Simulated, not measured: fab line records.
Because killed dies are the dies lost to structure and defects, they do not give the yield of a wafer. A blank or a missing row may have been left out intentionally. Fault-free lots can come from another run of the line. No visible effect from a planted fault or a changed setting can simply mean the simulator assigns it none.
Shared-tool check | flow berkeleyCmos170 | Sample size 13 lots and 39 wafers

WHY IT WAS OPENED
Of 13 lots, 1 have the reading PSD_TW flagged at UCB170_PSD_TW_MEAS_10. Fault-free wafers read 2306, with a standard deviation of 20.
Rule: flag the lot when none of its wafers has a number, or when each of its wafers that has one lies beyond 4 standard deviations from that mean. The other lots count as sound.

lot  | measured     | on           | PSD_TW, wafer by wafer | flag
L344 | day 6 18:52  | filmMetro-01 | 2293 2281 2286         | 
L346 | day 7 03:25  | filmMetro-01 | 2290 2291 2306         | 
L345 | day 7 03:47  | filmMetro-03 | 2350 2343 2330         | 
L349 | day 7 19:42  | filmMetro-02 | 2294 2291 2288         | 
L351 | day 8 08:26  | filmMetro-02 | 2305 2317 2308         | 
L353 | day 8 16:04  | filmMetro-01 | 2292 2292 2297         | 
L352 | day 8 16:13  | filmMetro-03 | 2311 2344 2313         | 
L356 | day 9 07:19  | filmMetro-02 | 2281 2297 2289         | 
L357 | day 9 07:33  | filmMetro-02 | 2293 2291 2281         | 
L354 | day 9 07:47  | filmMetro-02 | 2297 2296 2294         | 
L361 | day 9 23:07  | filmMetro-02 | 30 29 30               | FLAGGED
L360 | day 9 23:51  | filmMetro-03 | 2348 2341 2342         | 
L367 | day 11 08:25 | filmMetro-01 | 2289 2293 2294         | 
The numbers of the flagged lots are 30 on average: -2276 against the usual, or -99 or more standard deviations.

WHICH TOOL EACH LOT WENT THROUGH
Before the reading, the record contains 2 process steps out of a 331-step route. Read each cell as the tool, then ch plus the chambers that the sampled wafers visited, then the start.
lot  | flag    | UCB170_PWELL_STRIP_16              | UCB170_PSD_EXPOSE_03
L344 |         | plasmaAsher-03 ch 0,1, day 3 02:40 | krfScanner-02 ch 0, day 6 17:53
L346 |         | plasmaAsher-03 ch 0,1, day 3 09:11 | krfScanner-02 ch 0, day 7 02:37
L345 |         | plasmaAsher-03 ch 0,1, day 3 04:50 | krfScanner-02 ch 0, day 7 02:46
L349 |         | plasmaAsher-04 ch 0,1, day 4 05:26 | krfScanner-02 ch 0, day 7 18:18
L351 |         | plasmaAsher-03 ch 0,1, day 4 16:28 | krfScanner-01 ch 0, day 8 07:29
L353 |         | plasmaAsher-01 ch 0,1, day 5 01:59 | krfScanner-01 ch 0, day 8 15:17
L352 |         | plasmaAsher-03 ch 0,1, day 5 02:08 | krfScanner-01 ch 0, day 8 15:26
L356 |         | plasmaAsher-04 ch 0,1, day 5 23:04 | krfScanner-01 ch 0, day 9 05:34
L357 |         | plasmaAsher-03 ch 0,1, day 5 22:47 | krfScanner-01 ch 0, day 9 05:40
L354 |         | plasmaAsher-03 ch 0,1, day 5 12:08 | krfScanner-02 ch 0, day 9 05:55
L361 | FLAGGED | plasmaAsher-03 ch 0,1, day 6 15:29 | krfScanner-02 ch 0, day 9 22:06
L360 |         | plasmaAsher-04 ch 0,1, day 6 10:52 | krfScanner-01 ch 0, day 9 22:37
L367 |         | plasmaAsher-01 ch 0,1, day 7 18:50 | krfScanner-02 ch 0, day 11 07:37
These steps, and what they do:
- UCB170_PWELL_STRIP_16: strips in O2.
- UCB170_PSD_EXPOSE_03: exposes mask PSELECT MOD, target cd 1200 nm.
- UCB170_PSD_TW_MEAS_10

FLAGGED OVER TOTAL, TOOL BY TOOL (the gauges that took the reading come last)
step                  | tool           | lots run | flagged | share of the flagged lots | sound lots run after its first flagged lot
UCB170_PWELL_STRIP_16 | plasmaAsher-01 | 2        | 0       | none                      | -
UCB170_PWELL_STRIP_16 | plasmaAsher-03 | 8        | 1       | all                       | 0
UCB170_PWELL_STRIP_16 | plasmaAsher-04 | 3        | 0       | none                      | -
UCB170_PSD_EXPOSE_03  | krfScanner-01  | 6        | 0       | none                      | -
UCB170_PSD_EXPOSE_03  | krfScanner-02  | 7        | 1       | all                       | 1 (L367)
UCB170_PSD_TW_MEAS_10 | filmMetro-01   | 4        | 0       | none                      | -
UCB170_PSD_TW_MEAS_10 | filmMetro-02   | 6        | 1       | all                       | 0
UCB170_PSD_TW_MEAS_10 | filmMetro-03   | 3        | 0       | none                      | -

THE TABLE: WHAT IT ALLOWS
plasmaAsher-03 at UCB170_PWELL_STRIP_16, krfScanner-02 at UCB170_PSD_EXPOSE_03 and filmMetro-02 at UCB170_PSD_TW_MEAS_10: these 3 rows of the table ran every flagged lot.
- plasmaAsher-03 at UCB170_PWELL_STRIP_16 ran 8 lots, 1 of them flagged. A fault beginning between L357 (day 5 22:47), its last sound lot, and L361 (day 6 15:29), its first flagged one, fits the data.
- krfScanner-02 at UCB170_PSD_EXPOSE_03 ran 7 lots, 1 of them flagged. Lots that were sound ran on it after the first flagged one (L367); a persistent fault on the entire tool would not allow that.
- filmMetro-02 at UCB170_PSD_TW_MEAS_10 ran 6 lots, 1 of them flagged. A fault beginning between L354 (day 9 07:47), its last sound lot, and L361 (day 9 23:07), its first flagged one, fits the data.
A lot count leaves these 2 tools indistinguishable: every one of them fits a fault beginning at some hour. More lots, or a look at what each step does to the wafer, might.

WHAT WAS PUT IN BY THE SIMULATOR
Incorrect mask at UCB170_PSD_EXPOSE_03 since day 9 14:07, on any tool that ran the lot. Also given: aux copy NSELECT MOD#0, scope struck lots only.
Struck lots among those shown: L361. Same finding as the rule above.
